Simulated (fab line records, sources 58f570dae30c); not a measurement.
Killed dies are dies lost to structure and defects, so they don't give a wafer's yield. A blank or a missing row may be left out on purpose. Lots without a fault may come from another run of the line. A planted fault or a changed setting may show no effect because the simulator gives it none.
Which tool did it? | flow berkeley_cmos170 | 14 lots, 42 wafers sampled, at 3 steps of a route of 331

WHAT THE GAUGES READ, wafer by wafer
UCB170_NWELL_OVL_MEAS_12. Usual: NWELL_OVL -2 nm, standard deviation 6.9.
lot  | measured    | on         | NWELL_OVL (nm) | flag
L501 | day 2 21:01 | overlay-01 | 0 3 -5         |
L503 | day 2 21:08 | overlay-01 | 5 2 3          |
L502 | day 2 21:25 | overlay-01 | 5 0 2          |
L505 | day 3 12:42 | overlay-01 | 2 0 0          |
L510 | day 4 15:44 | overlay-02 | -9 -4 -11      |
L513 | day 5 00:24 | overlay-02 | 10 3 9         |
L514 | day 5 08:17 | overlay-02 | -18 -13 -11    |
L515 | day 5 08:17 | overlay-01 | 2 3 9          |
L516 | day 5 17:42 | overlay-01 | -4 -9 -8       |
L517 | day 6 00:58 | overlay-01 | -10 -10 -11    |
L518 | day 6 01:02 | overlay-02 | -12 -2 -10     |
L521 | day 6 21:49 | overlay-01 | 0 6 5          |
L520 | day 6 22:24 | overlay-02 | -8 -7 -4       |
L522 | day 7 06:17 | overlay-01 | 10 0 6         |

UCB170_PWELL_THK_MEAS_03. Usual: PWELL_OXIDE_THK 26.1 nm, standard deviation 0.49.
lot  | measured    | on            | PWELL_OXIDE_THK (nm) | flag
L501 | day 3 08:22 | film_metro-02 | 26.4 25.8 26.2       |
L503 | day 3 08:26 | film_metro-02 | 25.4 25.8 25.5       |
L502 | day 3 08:24 | film_metro-03 | 25.4 25.6 25.8       |
L505 | day 4 01:04 | film_metro-03 | 25.4 26.0 26.0       |
L510 | day 5 00:22 | film_metro-04 | 27.2 26.8 27.6       |
L513 | day 5 10:13 | film_metro-04 | 26.3 26.1 26.2       |
L514 | day 5 19:01 | film_metro-04 | 25.6 25.4 25.9       |
L515 | day 5 19:02 | film_metro-02 | 26.6 26.5 25.9       |
L516 | day 6 05:29 | film_metro-02 | 25.6 25.2 25.4       |
L517 | day 6 12:14 | film_metro-03 | 25.5 26.2 25.4       |
L518 | day 6 12:14 | film_metro-04 | 25.8 25.7 25.1       |
L521 | day 7 09:58 | film_metro-02 | 25.8 25.8 25.8       |
L520 | day 7 09:58 | film_metro-04 | 26.2 26.2 25.9       |
L522 | day 7 18:01 | film_metro-04 | 26.1 25.8 26.2       |

UCB170_PWELL_THK_MEAS_06. Usual: PWELL_NITRIDE_THK 220.2 nm, standard deviation 2.1.
lot  | measured    | on            | PWELL_NITRIDE_THK (nm) | flag
L501 | day 3 17:21 | film_metro-04 | 221.0 220.6 222.1      |
L503 | day 3 17:21 | film_metro-02 | 224.1 224.9 224.2      |
L502 | day 3 17:23 | film_metro-03 | 220.1 219.4 219.5      |
L505 | day 4 08:34 | film_metro-04 | 221.2 220.7 219.4      |
L510 | day 5 07:56 | film_metro-02 | 220.5 219.8 221.3      |
L513 | day 5 17:17 | film_metro-03 | 219.5 221.0 220.7      |
L514 | day 6 01:50 | film_metro-04 | 215.9 217.3 217.3      |
L515 | day 6 01:51 | film_metro-02 | 219.8 218.2 217.5      |
L516 | day 6 13:44 | film_metro-03 | 219.0 219.1 219.5      |
L517 | day 6 20:36 | film_metro-04 | 219.1 217.3 217.6      |
L518 | day 6 20:36 | film_metro-03 | 220.0 222.1 220.5      |
L521 | day 7 19:32 | film_metro-02 | 217.1 219.1 218.3      |
L520 | day 7 19:32 | film_metro-03 | 221.3 222.4 221.1      |
L522 | day 8 02:15 | film_metro-02 | 219.9 218.2 220.8      |

WHICH TOOL RAN EACH LOT (tool, then ch and the chambers of the sampled wafers, then the start)
The record holds no process step before these readings.

WHAT THE TOOLS THEMSELVES READ (means of the sampled wafers that have a number; where no wafer has one, the mark that the record gives instead)
The record holds no such reading with a usual standard deviation.

THE ANSWER, worked out from the rows above alone
Rule: a lot is off if the mean of its wafers that have a number lies more than 3 standard deviations from the usual mean. A lot without any number at a reading at which 4 lots or more have one is off too. The other lots that the step has rows for count as sound. The gauges are gone through in route order, then the tools' own readings, and for those a lot's mean is taken as printed above. The first step at which some lot is off is used, and at that step the reading that is off furthest; a lot without a number counts as furthest.
No lot is off at any reading shown: from this, nothing can be told.

WHAT THE SIMULATOR HAD PUT IN
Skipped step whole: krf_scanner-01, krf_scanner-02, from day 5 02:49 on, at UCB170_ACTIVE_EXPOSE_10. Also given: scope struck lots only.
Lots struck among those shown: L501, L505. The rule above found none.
